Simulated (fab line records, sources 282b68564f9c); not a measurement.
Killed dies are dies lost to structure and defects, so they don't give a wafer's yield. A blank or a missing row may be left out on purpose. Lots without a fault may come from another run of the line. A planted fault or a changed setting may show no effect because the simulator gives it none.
A struck lot beside a sound one | flow rit_cmos | 15 steps out of a route of 202
Sound: wafers L460.2, L460.3, L460.4. Struck: wafers L472.1, L472.2, L472.3. The cause comes at the end.
At each step with rows: each side's tool, then ch and its chambers, then its first start. Under that, the readings that differ: sound wafers | struck wafers | difference of the means | sigmas: that difference in standard deviations of wafers without a fault.
alike: readings whose means differ by less than 2 such deviations, and words and numbers that are the same on both sides. not compared: withheld readings, readings that some wafer has no value for, bounds like >300 that may hide the same value, and numbers for which the record gives no deviation and whose values overlap.
The two part at a step that has a row with sigmas, a row that says differs or no value, or rows on one side only. Numbers that don't overlap but have no deviation are shown without sigmas and don't part them. A reading that every wafer of one side lacks parts them only if that side has two wafers or more.

first, 6 steps without rows for these wafers: RIT_GATE_HMDS_10 (prime time 60 s); RIT_GATE_COAT_11 (resist thk 850 nm); RIT_GATE_SOFTBAKE_12 (time 60 s); RIT_GATE_EXPOSE_13 (exposes mask M6, target cd 150 nm); RIT_GATE_PEB_14; RIT_GATE_DEVELOP_15 (develop time 50 s).
RIT_GATE_CD_MEAS_16: target cd 150 nm.
  sound on cd_sem-02, day 4 05:32; struck on cd_sem-02, day 6 16:55
  alike: cd_nm
RIT_GATE_OVL_MEAS_17:
  sound on overlay-01, day 4 05:38; struck on overlay-02, day 6 17:02
  alike: GATE_OVL
then, 1 step without rows for these wafers: RIT_GATE_HARDBAKE_18 (time 60 s).
RIT_GATE_ETCH_19: etches poly-Si in SF6/CHF3/O2, stops on SiO2, time 165 s, target depth 312.5 nm.
  sound on rie_si-01 ch 1,2,3, day 4 05:49; struck on rie_si-01 ch 1,2,3, day 6 17:14
  alike: drypump_motor_current_A, oes_product_au, throttle_valve_pct
  not compared: rf_hours_counter_h
RIT_GATE_STRIP_20: strips in O2, time 180 s.
  sound on plasma_asher-02 ch 0,1, day 4 05:56; struck on plasma_asher-01 ch 0,1, day 6 17:20
  alike: drypump_motor_current_A, rf_refl_power_W
  not compared: rf_hours_counter_h
RIT_GATE_CD_MEAS_90: target cd 150 nm.
  sound on cd_sem-02, day 4 06:07; struck on cd_sem-01, day 6 17:31
  alike: cd_nm
RIT_REOX_CLEAN_00: cleans in SC1, time 600 s.
  sound on wet_bench-03 ch 3, day 4 06:13; struck on wet_bench-03 ch 2, day 6 17:38
  reading    | sound             | struck            | difference | sigmas
  temp_c (C) | 74.86 74.97 74.84 | 77.39 77.42 77.41 | +2.52      | +18
  alike: bath_guard_temp_C
then, 1 step without rows for these wafers: RIT_REOX_CLEAN_01 (cleans in dHF, time 30 s).
RIT_M1_PROBE_99:
  sound on prober-02, day 5 02:39; struck on prober-01, day 7 14:50
  reading      | sound  | struck | difference | sigmas
  killed_short | 12 3 5 | 2 1 3  | -5         | -2
  alike: killed_at_contacts, killed_at_front_end, killed_dies, killed_open

WHERE THEY PART
First at RIT_REOX_CLEAN_00; last, within this record, at RIT_M1_PROBE_99.

WHY: what the simulator had put in
Process parameter drift: wet_bench-03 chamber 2, from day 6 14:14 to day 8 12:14, at RIT_REOX_CLEAN_00. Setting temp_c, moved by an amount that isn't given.
